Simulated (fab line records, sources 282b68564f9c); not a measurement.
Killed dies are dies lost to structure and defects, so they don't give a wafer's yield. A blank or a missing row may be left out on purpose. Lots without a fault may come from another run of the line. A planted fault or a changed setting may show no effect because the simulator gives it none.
One fault seen from 2 desks | flow rit_cmos | each desk has only its own numbers; what lay behind them comes last

THE METROLOGY DESK
What the gauges read, lot by lot, whatever tool the lot ran on: means of the sampled wafers that have a number. A lot is out of limits, marked OUT, if its mean lies more than 4 standard deviations from the usual mean; the brackets give that distance.
Columns: A = NWELL_TW at RIT_NWELL_TW_MEAS_10, usual 2141; B = NWELL_RS at RIT_WELLDRIVE_RS_MEAS_01, usual 275.8 ohm/sq
lot  | first seen here | A    | B
L291 | day 1 21:19     | 2131 | 274.5
L292 | day 2 05:05     | 2114 | 276.0
L293 | day 2 10:33     | 2147 | 275.2
L294 | day 2 19:02     | 2149 | 275.9
L295 | day 3 00:37     | 2152 | 275.6
L296 | day 3 05:38     | 2113 | 277.7
L297 | day 3 09:12     | 2148 | 277.3
L298 | day 3 14:44     | 2141 | 275.8
L299 | day 3 16:48     | 2154 | 275.2
L305 | day 4 22:29     | 2119 | 284.7 (+10) OUT
L306 | day 5 03:32     | 2093 | 284.2 (+9.8) OUT
L312 | day 6 07:24     | 2157 | 274.8
This desk's finding: out of limits on L305, L306; first on L305, day 5 06:11 (NWELL_RS at RIT_WELLDRIVE_RS_MEAS_01). In limits: L291, L292, L293, L294, L295, L296, L297, L298, L299, L312.

THE TOOL OWNER'S DESK: implanter-01
The tool's own readings at RIT_NWELL_IMPLANT_08: means of the sampled wafers that have a number, for each lot that ran on this tool. A lot is out of limits, marked OUT, if its mean lies more than 4 standard deviations from the usual mean; the brackets give that distance.
Columns: A = dose_ions_cm2 at RIT_NWELL_IMPLANT_08, usual 5e+13
lot  | first seen here | A
L292 | day 2 04:47     | 5e+13
L293 | day 2 10:13     | 5e+13
L295 | day 3 00:19     | 5e+13
L296 | day 3 05:20     | 5e+13
L305 | day 4 22:09     | 5e+13 (-39) OUT
L306 | day 5 03:13     | 5e+13 (-41) OUT
This desk's finding: out of limits on L305, L306; first on L305, day 4 22:09 (dose_ions_cm2 at RIT_NWELL_IMPLANT_08). In limits: L292, L293, L295, L296.

PUT TOGETHER
The tool owner's desk could have raised an alarm at day 4 22:09, on L305, L306.
The metrology desk could have raised an alarm at day 5 06:11, on L305, L306.
Of the lots named, all ran RIT_NWELL_IMPLANT_08 on implanter-01.

WHAT THE SIMULATOR HAD PUT IN
Process parameter drift: implanter-01, from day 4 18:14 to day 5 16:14, at RIT_NWELL_IMPLANT_08. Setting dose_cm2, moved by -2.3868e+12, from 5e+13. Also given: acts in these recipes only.
Lots struck among those shown: L305, L306.
Hours from the fault's start to each desk's first reading out of limits: the tool owner's desk, 4; the metrology desk, 12.
